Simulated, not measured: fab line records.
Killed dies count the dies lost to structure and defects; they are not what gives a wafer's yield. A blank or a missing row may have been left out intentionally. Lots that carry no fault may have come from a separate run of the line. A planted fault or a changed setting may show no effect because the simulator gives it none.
Which tool was responsible? | flow ritCmos | Sampling: 14 lots, 42 wafers, 4 of 202 route steps

WHAT EACH GAUGE READ, for each wafer
RIT_CONTACT_THK_MEAS_01. Usual: CONTACT_TEOS_THK typically reads 398 nm, with standard deviation 5.8.
lot  | measured    | on           | CONTACT_TEOS_THK (nm) | flag
L925 | day 3 06:40 | filmMetro-01 | 404 397 394           | 
L926 | day 3 13:33 | filmMetro-04 | 394 395 403           | 
L927 | day 3 19:50 | filmMetro-01 | 395 400 401           | 
L928 | day 3 23:05 | filmMetro-02 | 392 393 403           | 
L929 | day 4 02:49 | filmMetro-02 | 393 394 401           | 
L930 | day 4 07:41 | filmMetro-02 | 396 399 403           | 
L931 | day 4 14:11 | filmMetro-01 | 394 396 407           | 
L933 | day 4 23:27 | filmMetro-04 | 395 390 403           | 
L935 | day 5 09:55 | filmMetro-01 | 410 274 409           | OFF
L936 | day 5 19:29 | filmMetro-02 | 390 398 397           | 
L937 | day 5 21:29 | filmMetro-04 | 398 404 393           | 
L938 | day 6 01:12 | filmMetro-02 | 405 275 280           | OFF
L943 | day 7 03:14 | filmMetro-04 | 403 395 412           | 
L946 | day 7 16:59 | filmMetro-02 | 403 397 393           | 

WHICH TOOL RAN EACH LOT (tool, then ch and the chambers of the sampled wafers, then the start)
lot  | RIT_NRETRO_STRIP_09                | RIT_NSD_STRIP_09                   | RIT_CONTACT_CVD_00
L925 | plasmaAsher-03 ch 0,1, day 2 10:48 | plasmaAsher-01 ch 0,1, day 3 03:34 | pecvd-04 ch 0,1,2, day 3 06:36
L926 | plasmaAsher-01 ch 0,1, day 2 16:16 | plasmaAsher-01 ch 0,1, day 3 10:18 | pecvd-03 ch 0,1,2, day 3 13:30
L927 | plasmaAsher-04 ch 0,1, day 2 21:31 | plasmaAsher-01 ch 0,1, day 3 16:28 | pecvd-01 ch 1, day 3 19:45
L928 | plasmaAsher-03 ch 0,1, day 3 01:51 | plasmaAsher-04 ch 0,1, day 3 19:56 | pecvd-04 ch 1,2, day 3 23:02
L929 | plasmaAsher-04 ch 0,1, day 3 06:32 | plasmaAsher-04 ch 0,1, day 3 23:41 | pecvd-03 ch 0,1,2, day 4 02:46
L930 | plasmaAsher-03 ch 0,1, day 3 11:14 | plasmaAsher-04 ch 0,1, day 4 04:26 | pecvd-01 ch 0,1, day 4 07:38
L931 | plasmaAsher-03 ch 0,1, day 3 16:43 | plasmaAsher-04 ch 0,1, day 4 11:03 | pecvd-04 ch 0,1,2, day 4 14:08
L933 | plasmaAsher-03 ch 0,1, day 4 03:13 | plasmaAsher-04 ch 0,1, day 4 20:12 | pecvd-01 ch 1,2, day 4 23:24
L935 | plasmaAsher-03 ch 0,1, day 4 13:07 | plasmaAsher-01 ch 0,1, day 5 06:41 | pecvd-03 ch 0,1,2, day 5 09:51
L936 | plasmaAsher-03 ch 0, day 4 18:14   | plasmaAsher-01 ch 0,1, day 5 16:21 | pecvd-01 ch 0,2, day 5 19:26
L937 | plasmaAsher-03 ch 0,1, day 4 23:24 | plasmaAsher-01 ch 0,1, day 5 18:22 | pecvd-04 ch 0,1, day 5 21:25
L938 | plasmaAsher-03 ch 0,1, day 5 04:37 | plasmaAsher-02 ch 0,1, day 5 21:58 | pecvd-03 ch 0,2, day 6 01:08
L943 | plasmaAsher-04 ch 0,1, day 6 06:07 | plasmaAsher-01 ch 0,1, day 6 23:59 | pecvd-04 ch 0,1, day 7 03:10
L946 | plasmaAsher-03 ch 0,1, day 6 20:37 | plasmaAsher-04 ch 0,1, day 7 13:46 | pecvd-04 ch 0,1,2, day 7 16:55
- RIT_NRETRO_STRIP_09: strips in O2, time 180 s.
- RIT_NSD_STRIP_09: strips in O2, time 180 s.
- RIT_CONTACT_CVD_00: deposits SiO2 from TEOS, target thk 400 nm, time 61 s.

WHAT THE TOOLS THEMSELVES READ (means of the sampled wafers that have a number; where no wafer has one, the mark that the record gives instead)
RIT_NRETRO_STRIP_09. Usual: drypumpMotorCurrentA 5.7 A, standard deviation 0.57; rfReflPowerW 5.7 W, standard deviation 1.7.
lot  | tool           | drypumpMotorCurrentA (A) | rfReflPowerW (W) | flag
L925 | plasmaAsher-03 | 5.3                      | 6.7              | 
L926 | plasmaAsher-01 | 5.5                      | 5.4              | 
L927 | plasmaAsher-04 | 6.3                      | 5.7              | 
L928 | plasmaAsher-03 | 5.3                      | 6.6              | 
L929 | plasmaAsher-04 | 6.3                      | 5.8              | 
L930 | plasmaAsher-03 | 5.3                      | 6.6              | 
L931 | plasmaAsher-03 | 5.3                      | 6.3              | 
L933 | plasmaAsher-03 | 5.7                      | 5.3              | 
L935 | plasmaAsher-03 | 5.3                      | 6.6              | 
L936 | plasmaAsher-03 | 4.9                      | 7.9              | 
L937 | plasmaAsher-03 | 5.7                      | 5.0              | 
L938 | plasmaAsher-03 | 5.7                      | 5.1              | 
L943 | plasmaAsher-04 | 6.0                      | 5.1              | 
L946 | plasmaAsher-03 | 5.3                      | 6.6              | 

RIT_NSD_STRIP_09. Usual: drypumpMotorCurrentA 5.8 A, standard deviation 0.48; rfReflPowerW 5.7 W, standard deviation 1.2.
lot  | tool           | drypumpMotorCurrentA (A) | rfReflPowerW (W) | flag
L925 | plasmaAsher-01 | 5.5                      | 5.3              | 
L926 | plasmaAsher-01 | 5.7                      | 6.1              | 
L927 | plasmaAsher-01 | 5.7                      | 6.1              | 
L928 | plasmaAsher-04 | 6.3                      | 5.8              | 
L929 | plasmaAsher-04 | 6.2                      | 5.8              | 
L930 | plasmaAsher-04 | 6.3                      | 5.8              | 
L931 | plasmaAsher-04 | 6.3                      | 5.9              | 
L933 | plasmaAsher-04 | 6.2                      | 5.7              | 
L935 | plasmaAsher-01 | 5.7                      | 6.2              | 
L936 | plasmaAsher-01 | 5.7                      | 6.1              | 
L937 | plasmaAsher-01 | 5.4                      | 5.3              | 
L938 | plasmaAsher-02 | 5.3                      | 7.1              | 
L943 | plasmaAsher-01 | 5.5                      | 5.3              | 
L946 | plasmaAsher-04 | 6.0                      | 5.1              | 

RIT_CONTACT_CVD_00. Usual: heaterPowerW 292 W, standard deviation 70; runLengthS 89.0 s, standard deviation 0.45.
lot  | tool     | heaterPowerW (W) | runLengthS (s) | flag
L925 | pecvd-04 | 355              | 88.7           | 
L926 | pecvd-03 | 266              | 89.2           | 
L927 | pecvd-01 | 207              | 88.8           | 
L928 | pecvd-04 | 396              | 88.5           | 
L929 | pecvd-03 | 279              | 89.3           | 
L930 | pecvd-01 | 265              | 88.8           | 
L931 | pecvd-04 | 325              | 88.6           | 
L933 | pecvd-01 | 253              | 88.6           | 
L935 | pecvd-03 | 264              | 82.9           | OFF
L936 | pecvd-01 | 302              | 89.0           | 
L937 | pecvd-04 | 282              | 88.7           | 
L938 | pecvd-03 | 250              | 76.6           | OFF
L943 | pecvd-04 | 293              | 88.9           | 
L946 | pecvd-04 | 365              | 88.6           | 

THE ANSWER, worked out from the rows above alone
Rule: a lot counts as off when the mean over its wafers that have a number is more than 3 standard deviations away from the usual mean. Also off: a lot with no number at a reading for which 4 or more lots have one. Any other lot the step has rows for is counted as sound. First the gauges in route order, then the tools' own readings, where a lot's mean is used as printed above. At the first step where some lot is off, the reading lying furthest off is the one used; lots without a number count as furthest.
Off: L935, L938, at RIT_CONTACT_THK_MEAS_01 (CONTACT_TEOS_THK).
A tool fits if, at a process step before that reading, it ran every lot that is off, and no sound lot after the first of them. Not tried: the gauges at RIT_CONTACT_THK_MEAS_01; whatever is off there is also off at RIT_CONTACT_CVD_00, on other tools, and gauge error can't account for it. One candidate fits, namely pecvd-03 at RIT_CONTACT_CVD_00. A fault onset in the window from L929 (day 4 02:46, its last sound lot) to L935 (day 5 09:51, its first lot off) fits.
The tool's own readings at RIT_CONTACT_CVD_00 bear it out: on the lots that are off they differ by more than 5 times the standard deviation of the sound lots' means. runLengthS reads 79.8 s there against 88.8 s on the sound lots.

WHAT HAD BEEN PUT IN BY THE SIMULATOR
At RIT_CONTACT_CVD_00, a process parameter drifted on pecvd-03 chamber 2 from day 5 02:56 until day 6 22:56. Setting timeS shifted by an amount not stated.
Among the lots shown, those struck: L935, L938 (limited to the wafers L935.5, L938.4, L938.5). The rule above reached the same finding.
